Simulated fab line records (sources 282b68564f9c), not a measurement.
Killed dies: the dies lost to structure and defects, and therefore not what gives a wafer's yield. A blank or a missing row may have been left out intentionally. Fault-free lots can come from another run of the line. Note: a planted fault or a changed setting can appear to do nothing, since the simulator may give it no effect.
fab line records | flow ritCmos
record lots=6 wafers=18 lastDay=7
route steps=202 shown GATE@75 FOX2@80 M1@202
lots that met no fault: taken from a fault-free run of the same line
startH: start of the lot's first displayed wafer, in hours after the record's first day | waitH: time in hours since the lot's previous step | " the same as in the row above | L1.1+2: several wafers, shown together as one row | - value missing, or start not given | * or withheld: withheld | < > ~ a bound
route shown NAME@n: names a module that has steps shown in the file, with the first one's number in the route | usual: mean/standard deviation taken from wafers without a fault | same: alike in all rows | chamber/n: place in a boat | sites: the reading at each site | _std_site: the standard deviation of these | _edge_site: inner sites' mean taken away from outer sites' mean | radiusMm: for every site, how far away it sits from the centre of the wafer | mask NAME#n: copy n | behind: the last tool/chamber to shape the wafer | hold: why the lot went on hold/how many hours it stayed there/how the hold came to an end | device: the transistor (n, p or np) that didn't switch | end of line: the route-end tests of the same wafers | step lacking rows: just its recipe | killed: dies lost to structure and defects at the first sort, not the wafer's yield | map: per-die view of a wafer (x killed, . not killed, _ where there is no die)
set.NAME: the setting that was run; set.NAME@STEP: the one run at that earlier step | model.NAME: the simulator's own value behind a step, which no gauge read
certain route steps with their lots: each step a table, each wafer a row
services: the hour from which a tool's chamber was out of use, counted from the record's first day as startH (under 0 if before that day), plus the number of hours and why
## steps
# step RIT_GATE_WET_ETCH_00
# recipe chemistry=BOE target=SiO2 targetDepthNm=56 timeS=60 dry=n2Spin dilution=10:1 tempC=21.5
# step RIT_GATE_CLEAN_01
# recipe chemistry=SC1 mix=3:3:50 timeS=600 tempC=75
# step RIT_GATE_CLEAN_02
# recipe chemistry=dHF dilution=50:1 timeS=30
# step RIT_GATE_CLEAN_03
# recipe chemistry=SC2 mix=3:3:50 timeS=600 tempC=75 dry=n2Spin
# step RIT_GATE_CLEAN_04
# recipe chemistry=dHF dilution=50:1 timeS=60 dry=n2Spin
# step RIT_FOX2_THK_MEAS_91
# recipe reads=SiO2_of_FOX2_OXIDATION_00
# usual FIELD_OXIDE_LEFT_2_THK=256/6.5
# columns lot.wafer tool chamber startH waitH FIELD_OXIDE_LEFT_2_THK[nm]
L916.1 filmMetro-01 - 39.00 0.0 255
L916.2 " - " " 257
L916.3 " - " " 251
L919.3 filmMetro-04 - 54.21 0.0 251
L919.5 " - " " 252
L919.6 " - " " 251
L928.1 filmMetro-04 - 99.92 0.0 261
L928.4 " - " " 261
L928.5 " - " " 267
L929.2 filmMetro-04 - 104.83 0.0 250
L929.5 " - " " 248
L929.6 " - " " 253
L930.3 filmMetro-04 - 110.29 0.0 265
L930.4 " - " " 265
L930.6 " - " " 263
L935.1 filmMetro-01 - 132.74 0.0 256
L935.3 " - " " 256
L935.6 " - " " 259
# step RIT_GATE_OXIDATION_05
# recipe tempC=900 ambient=O2 targetThkA=30 oxTimeS=270
# step RIT_GATE_ANNEAL_06
# recipe tempC=900 timeS=600 ambient=N2O
# step RIT_GATE_THK_MEAS_07
# recipe reads=SiO2_of_GATE_OXIDATION_05
# usual GATE_OXIDE_THK=3.04/0.062
# columns lot.wafer tool chamber startH waitH GATE_OXIDE_THK[nm]
L916.1 filmMetro-01 - 42.43 0.0 3.03
L916.2 " - " " 3.07
L916.3 " - " " 3.04
L919.3 filmMetro-03 - 59.62 0.0 3.05
L919.5 " - " " 3.03
L919.6 " - " " 3.03
L928.1 filmMetro-03 - 101.71 0.0 3.04
L928.4 " - " " 3.08
L928.5 " - " " 3.04
L929.2 filmMetro-01 - 108.15 0.0 3.13
L929.5 " - " " 2.99
L929.6 " - " " 2.99
L930.3 filmMetro-04 - 113.15 0.0 3.14
L930.4 " - " " 3.09
L930.6 " - " " 2.97
L935.1 filmMetro-03 - 134.94 0.1 3.01
L935.3 " - " " 2.98
L935.6 " - " " 3.00
# step RIT_GATE_CVD_08
# recipe material=poly-Si targetThkNm=250 tempC=610 precursor=SiH4 timeS=2220 pressureMtorr=300 sih4FlowSccm=100
# step RIT_GATE_THK_MEAS_09
# recipe reads=poly-Si_of_GATE_CVD_08
# usual GATE_POLY_THK=250/3.1
# columns lot.wafer tool chamber startH waitH GATE_POLY_THK[nm]
L916.1 filmMetro-01 - 47.21 0.0 254
L916.2 " - " " 252
L916.3 " - " " 252
L919.3 filmMetro-04 - 62.10 0.0 249
L919.5 " - " " 250
L919.6 " - " " 249
L928.1 filmMetro-03 - 103.39 0.0 248
L928.4 " - " " 249
L928.5 " - " " 248
L929.2 filmMetro-03 - 110.64 0.0 248
L929.5 " - " " 250
L929.6 " - " " 248
L930.3 filmMetro-04 - 115.99 0.0 245
L930.4 " - " " 245
L930.6 " - " " 246
L935.1 filmMetro-04 - 136.61 0.0 247
L935.3 " - " " 247
L935.6 " - " " 247
# step RIT_GATE_HMDS_10
# recipe primeTimeS=60 primeTempC=140
# step RIT_GATE_COAT_11
# recipe resist=NOVOLAK spinRpm=4250 resistThkNm=850
# usual spinSpeedRpm=4249.9/2.8
# columns lot.wafer tool chamber startH waitH spinSpeedRpm model.NOVOLAK_of_GATE_COAT_11.thkNm
L916.1 lithoTrack-04 0 47.51 0.1 4248.4 850.4
L916.2 " 0 " " 4249.4 849.7
L916.3 " 0 " " 4249.1 847.2
L919.3 lithoTrack-03 0 62.34 0.1 4250.0 849.8
L919.5 " 0 " " 4251.7 851.6
L919.6 " 0 " " 4250.4 848.6
L928.1 lithoTrack-03 0 103.60 0.1 4042.2 872.1
L928.4 " 0 " " 4040.9 874.3
L928.5 " 0 " " 4042.4 872.9
L929.2 lithoTrack-03 0 110.86 0.1 4043.3 870.1
L929.5 " 0 " " 4043.6 869.5
L929.6 " 0 " " 4042.2 871.1
L930.3 lithoTrack-04 0 116.23 0.1 4250.9 856.8
L930.4 " 0 " " 4250.5 852.7
L930.6 " 0 " " 4251.6 856.6
L935.1 lithoTrack-04 0 136.82 0.1 4248.3 854.4
L935.3 " 0 " " 4247.8 855.3
L935.6 " 0 " " 4247.0 857.4
# step RIT_GATE_SOFTBAKE_12
# recipe resist=NOVOLAK tempC=90 timeS=60
# step RIT_GATE_EXPOSE_13
# recipe maskId=M6 na=0.6 sourceShape=conventional sigmaOuter=0.6 targetCdNm=150 doseMj=380
# step RIT_GATE_PEB_14
# recipe resist=NOVOLAK tempC=withheld timeS=withheld
# step RIT_GATE_DEVELOP_15
# recipe resist=NOVOLAK developTimeS=50 devTempC=23
# step RIT_GATE_CD_MEAS_16
# recipe targetCdNm=150
# usual cdNm=151.5/2
# columns lot.wafer tool chamber startH waitH cdNm
L916.1 cdSem-02 - 48.21 - 150.0
L916.2 " - " " 149.5
L916.3 " - " " 151.8
L919.3 cdSem-02 - 63.03 - 151.9
L919.5 " - " " 151.2
L919.6 " - " " 151.2
L928.1 cdSem-02 - 104.30 - 153.1
L928.4 " - " " 152.6
L928.5 " - " " 153.3
L929.2 cdSem-02 - 111.56 - 152.2
L929.5 " - " " 152.0
L929.6 " - " " 151.9
L930.3 cdSem-02 - 117.26 - 147.0
L930.4 " - " " 149.2
L930.6 " - " " 148.7
L935.1 cdSem-02 - 137.56 - 155.6
L935.3 " - " " 154.6
L935.6 " - " " 152.5
# step RIT_GATE_OVL_MEAS_17
# usual GATE_OVL=0.4/1.4
# columns lot.wafer tool chamber startH waitH GATE_OVL[nm]
L916.1 overlay-01 - 48.33 0.1 1.4
L916.2 " - " " 3.8
L916.3 " - " " 1.9
L919.3 overlay-01 - 63.12 0.1 0.3
L919.5 " - " " 0.7
L919.6 " - " " 0.6
L928.1 overlay-02 - 104.42 0.1 0.2
L928.4 " - " " -0.9
L928.5 " - " " -0.6
L929.2 overlay-02 - 111.66 0.1 -0.3
L929.5 " - " " 0.2
L929.6 " - " " 0.5
L930.3 overlay-01 - 117.35 0.1 3.6
L930.4 " - " " 0.8
L930.6 " - " " 1.0
L935.1 overlay-02 - 137.68 0.1 -1.8
L935.3 " - " " -1.0
L935.6 " - " " -0.1
# step RIT_GATE_HARDBAKE_18
# recipe resist=NOVOLAK tempC=140 timeS=60
# step RIT_GATE_ETCH_19
# recipe chemistry=SF6/CHF3/O2 timeS=165 SF6_flow_sccm=30 CHF3_flow_sccm=30 O2_flow_sccm=5 target=poly-Si pressureMtorr=40 rfW=160 targetDepthA=3125 overEtchFrac=0.25 stopOn=SiO2
# usual CHF3_flow_sccm=29.99/0.088 drypumpMotorCurrentA=5.7/0.66 oesProductAu=0.850/0.017 throttleValvePct=10.28/0.1
# columns lot.wafer tool chamber startH waitH CHF3_flow_sccm drypumpMotorCurrentA oesProductAu rfHoursCounterH throttleValvePct model.NOVOLAK_of_GATE_COAT_11.thkNm model.GATE.cdNm
L916.1 rieSi-01 1 48.51 0.1 29.93 6.7 0.855 40 10.32 667.8 150.3
L916.2 " 3 " " 29.98 5.9 0.859 144 10.16 671.6 149.2
L916.3 " 0 " " 30.05 4.9 0.868 58 10.30 668.2 151.8
L919.3 rieSi-02 0 63.32 0.1 30.03 6.2 0.828 116 10.21 672.1 151.9
L919.5 " 0 " " 29.99 6.2 0.838 - 10.20 673.6 151.2
L919.6 " 1 " " 30.00 6.1 0.876 - 10.52 671.6 151.4
L928.1 rieSi-01 2 104.61 0.1 29.81 5.0 0.835 76 10.23 684.5 153.3
L928.4 " 0 " " 30.05 4.9 0.868 59 10.32 693.5 152.5
L928.5 " 0 " " 30.08 4.8 0.858 - 10.32 691.8 153.5
L929.2 rieSi-02 2 111.84 0.1 29.91 4.8 0.854 65 10.28 691 151.9
L929.5 " 3 " " 30.12 6.0 0.826 - 10.17 684.9 151.8
L929.6 " 0 " " 29.96 6.2 0.828 - 10.21 688.7 152.1
L930.3 rieSi-01 1 117.60 0.1 29.99 6.6 0.833 40 10.31 672.9 147.1
L930.4 " 3 " " 30.02 6.0 0.841 144 10.16 674.7 149.6
L930.6 " 0 " " 29.93 4.9 0.852 - 10.31 677.3 148.9
L935.1 rieSi-02 3 137.87 0.1 30.08 6.0 0.827 32 10.20 672.5 155.5
L935.3 " 0 " " 30.18 6.2 0.831 117 10.21 677.4 154.8
L935.6 " 0 " " 29.90 6.2 0.839 - 10.20 679.5 152.8
# step RIT_GATE_STRIP_20
# recipe chemistry=O2 timeS=180 resist=NOVOLAK platenTempC=withheld powerW=500 pressureMtorr=4000 o2FlowSccm=4000
# usual drypumpMotorCurrentA=5.2/0.59
# columns lot.wafer tool chamber startH waitH drypumpMotorCurrentA rfHoursCounterH
L916.1 plasmaAsher-01 1 48.62 0.1 4.7 32
L916.2 " 0 " " 5.3 32
L916.3 " 1 " " 4.7 -
L919.3 plasmaAsher-04 0 63.49 0.1 4.8 -
L919.5 " 1 " " 5.2 -
L919.6 " 0 " " 4.8 -
L928.1 plasmaAsher-04 0 104.71 0.1 4.8 53
L928.4 " 1 " " 5.1 -
L928.5 " 1 " " 5.1 -
L929.2 plasmaAsher-02 1 111.95 0.1 5.0 28
L929.5 " 0 " " 6.5 -
L929.6 " 1 " " 5.0 -
L930.3 plasmaAsher-04 0 117.77 0.1 4.8 -
L930.4 " 1 " " 5.2 -
L930.6 " 1 " " 5.2 -
L935.1 plasmaAsher-02 1 137.97 0.1 5.0 32
L935.3 " 1 " " 5.0 -
L935.6 " 0 " " 6.5 -
# step RIT_M1_PROBE_99
# usual killedAtFrontEnd=6.6/3 killedDies=6.6/3 killedOpen=3.4/2 killedShort=3.2/2
# same grossDies=264 killed_at_M0_to_M3=0 killed_at_M4_up=0 killedAtBackSide=0 killedAtContacts=0 killedAtOther=0
# columns lot.wafer tool chamber startH waitH killedAtFrontEnd killedDies killedOpen killedShort model.etest.npolyLine.lineOhmUm model.etest.ppolyLine.widthNm model.etest.npolyLine.widthNm model.etest.ring.delayPs model.etest.nmos_0p15.offLog10AUm model.etest.ring.quietLog10A model.etest.nmos_0p15.vtSatV
L916.1 prober-02 - 69.22 0.1 7 7 5 2 168.9 103.8 102.6 27.82 -9.802 -7.691 0.2737
L916.2 prober-02 - 69.27 0.1 7 7 1 6 169.4 102.6 102.5 27.31 -9.747 -7.583 0.2669
L916.3 prober-02 - 69.32 0.2 8 8 3 5 164 105.1 104.6 27.32 -10.01 -7.866 0.2834
L919.3 prober-01 - 83.30 0.2 11 11 7 4 160 104.4 103.7 27.68 -10.22 -7.92 0.3046
L919.5 prober-01 - 83.40 0.2 6 6 3 3 164.6 103.9 103.7 27.32 -10.17 -7.779 0.293
L919.6 prober-01 - 83.45 0.2 8 8 3 5 162.4 104.4 103.5 27.34 -10.2 -7.832 0.3032
L928.1 prober-01 - 126.26 0.1 8 8 4 4 163.9 105.8 104.9 28.53 -10.58 -8.202 0.3228
L928.4 prober-01 - 126.41 0.2 6 6 4 2 165.7 105 104.5 28.96 -10.44 -8.094 0.3206
L928.5 prober-01 - 126.46 0.2 5 5 4 1 159.5 106.9 105.5 28.61 -10.58 -8.108 0.3266
L929.2 prober-02 - 133.33 0.1 3 3 2 1 161.5 104.2 104 27.99 -10.17 -7.946 0.2995
L929.5 prober-02 - 133.48 0.2 6 6 3 3 162.9 104.6 103.5 27.57 -10.13 -7.935 0.2914
L929.6 prober-02 - 133.53 0.2 3 3 2 1 162.1 105.7 104.5 27.74 -9.939 -7.706 0.2885
L930.3 prober-01 - 138.54 0.2 12 12 8 4 171.3 100.3 99.47 26.65 -9.794 -7.552 0.2724
L930.4 prober-01 - 138.59 0.2 2 2 0 2 165.8 102.8 101.9 27 -10.04 -7.814 0.2948
L930.6 prober-01 - 138.69 0.2 7 7 5 2 167.7 101.8 100.5 27.26 -9.852 -7.716 0.2858
L935.1 prober-02 - 158.64 0.1 10 10 6 4 157.1 108.2 107.2 28.53 -10.58 -8.159 0.3257
L935.3 prober-02 - 158.74 0.2 6 6 3 3 157.8 107.8 107.2 27.66 -10.34 -7.972 0.3057
L935.6 prober-02 - 158.89 0.2 8 8 5 3 161.4 105.5 104.7 27.43 -10.28 -7.834 0.2973
# killed by level:class
L916.1 FOX1:geometricParticle:open=1 FOX2:geometricParticle:open=1 GATE:geometricParticle:short=1 GATE:geometricParticle:open=1 REOX:geometricParticle:open=1 SPACER:geometricParticle:short=1 SILICIDE:geometricParticle:open=1
L916.2 FOX2:geometricParticle:short=3 GATE:geometricParticle:short=3 REOX:geometricParticle:open=1
L916.3 GATE:geometricParticle:short=3 GATE:geometricParticle:open=2 REOX:geometricParticle:open=1 REOX:geometricParticle:short=1 SPACER:geometricParticle:short=1
L919.3 FOX2:geometricParticle:open=2 FOX2:geometricParticle:short=2 REOX:geometricParticle:open=2 ACTIVE:geometricParticle:open=1 GATE:geometricParticle:open=1 GATE:geometricParticle:short=1 SPACER:geometricParticle:open=1 SILICIDE:geometricParticle:short=1
L919.5 SPACER:geometricParticle:open=2 REOX:geometricParticle:short=1 SPACER:geometricParticle:short=1 SILICIDE:geometricParticle:short=1 SILICIDE:geometricParticle:open=1
L919.6 SILICIDE:geometricParticle:short=2 FOX1:geometricParticle:open=1 FOX2:geometricParticle:short=1 GATE:geometricParticle:short=1 GATE:geometricParticle:open=1 REOX:geometricParticle:short=1 REOX:geometricParticle:open=1
L928.1 GATE:geometricParticle:short=3 FOX1:geometricParticle:open=1 GATE:geometricParticle:open=1 REOX:geometricParticle:short=1 REOX:geometricParticle:open=1 SILICIDE:geometricParticle:open=1
L928.4 REOX:geometricParticle:open=2 FOX1:geometricParticle:short=1 GATE:geometricParticle:open=1 SILICIDE:geometricParticle:open=1 SILICIDE:geometricParticle:short=1
L928.5 SPACER:geometricParticle:open=2 FOX1:geometricParticle:open=1 SILICIDE:geometricParticle:short=1 SILICIDE:geometricParticle:open=1
L929.2 SPACER:geometricParticle:open=2 GATE:geometricParticle:short=1
L929.5 SPACER:geometricParticle:short=3 GATE:geometricParticle:open=1 REOX:geometricParticle:open=1 SPACER:geometricParticle:open=1
L929.6 FOX2:geometricParticle:open=1 GATE:geometricParticle:open=1 SPACER:geometricParticle:short=1
L930.3 FOX1:geometricParticle:open=4 GATE:geometricParticle:open=3 FOX1:geometricParticle:short=2 GATE:geometricParticle:short=2 SILICIDE:geometricParticle:open=1
L930.4 REOX:geometricParticle:short=2
L930.6 GATE:geometricParticle:open=2 REOX:geometricParticle:open=2 REOX:geometricParticle:short=1 SILICIDE:geometricParticle:short=1 SILICIDE:geometricParticle:open=1
L935.1 GATE:geometricParticle:open=2 SILICIDE:geometricParticle:open=2 FOX1:geometricParticle:short=1 FOX2:geometricParticle:short=1 GATE:geometricParticle:short=1 REOX:geometricParticle:open=1 SPACER:geometricParticle:open=1 SILICIDE:geometricParticle:short=1
L935.3 FOX1:geometricParticle:short=2 FOX2:geometricParticle:short=1 GATE:geometricParticle:open=1 REOX:geometricParticle:open=1 SILICIDE:geometricParticle:open=1
L935.6 GATE:geometricParticle:open=2 FOX1:geometricParticle:open=1 FOX2:geometricParticle:short=1 GATE:geometricParticle:short=1 SPACER:geometricParticle:open=1 SILICIDE:geometricParticle:open=1 SILICIDE:geometricParticle:short=1
## services
# columns tool chamber startH hours kind
plasmaAsher-01 - 38.42 0.3 repair
plasmaAsher-01 - 108.75 9.0 pm
plasmaAsher-01 0 108.75 9.0 ventCycle
plasmaAsher-01 1 108.75 9.0 ventCycle
plasmaAsher-01 0 117.75 - clean
plasmaAsher-01 1 117.75 - clean
rieSi-01 3 122.60 8.2 repair
rieSi-02 1 136.18 2.5 repair
## key
firstSign step=RIT_GATE_COAT_11 reading=spinSpeedRpm direction=down sigmas=74 usual=4249.9 struck=4042.4
effect none on later readings
modelEffect step=RIT_GATE_COAT_11 value=NOVOLAK_of_GATE_COAT_11.thkNm without=850.3 struck=871.7
modelEffect step=RIT_GATE_ETCH_19 value=NOVOLAK_of_GATE_COAT_11.thkNm without=670.4 struck=689.1
modelEffect step=RIT_M1_PROBE_99 value=etest.npolyLine.lineOhmUm without=169.1 struck=162.6
metAt RIT_GATE_COAT_11
struckWafers L928.1,L928.4,L928.5,L929.2,L929.5,L929.6
testerLeftOut L928,L929
onsetBetween 62.34 103.60
fault kind=processParameterDrift tool=lithoTrack-03 chamber=- onsetH=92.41 steps=RIT_GATE_COAT_11 channel=spinRpm offset=-205.45 shape=step endH=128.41 actsIn=theseRecipesOnly stated=4250
# testerLeftOut: of these lots the tester's yield and bins aren't shown, on N5 and GAA mostly nor the transistor test; their killed dies are dies lost to structure and defects alone, not to doping, threshold or leakage, so they don't give the yield
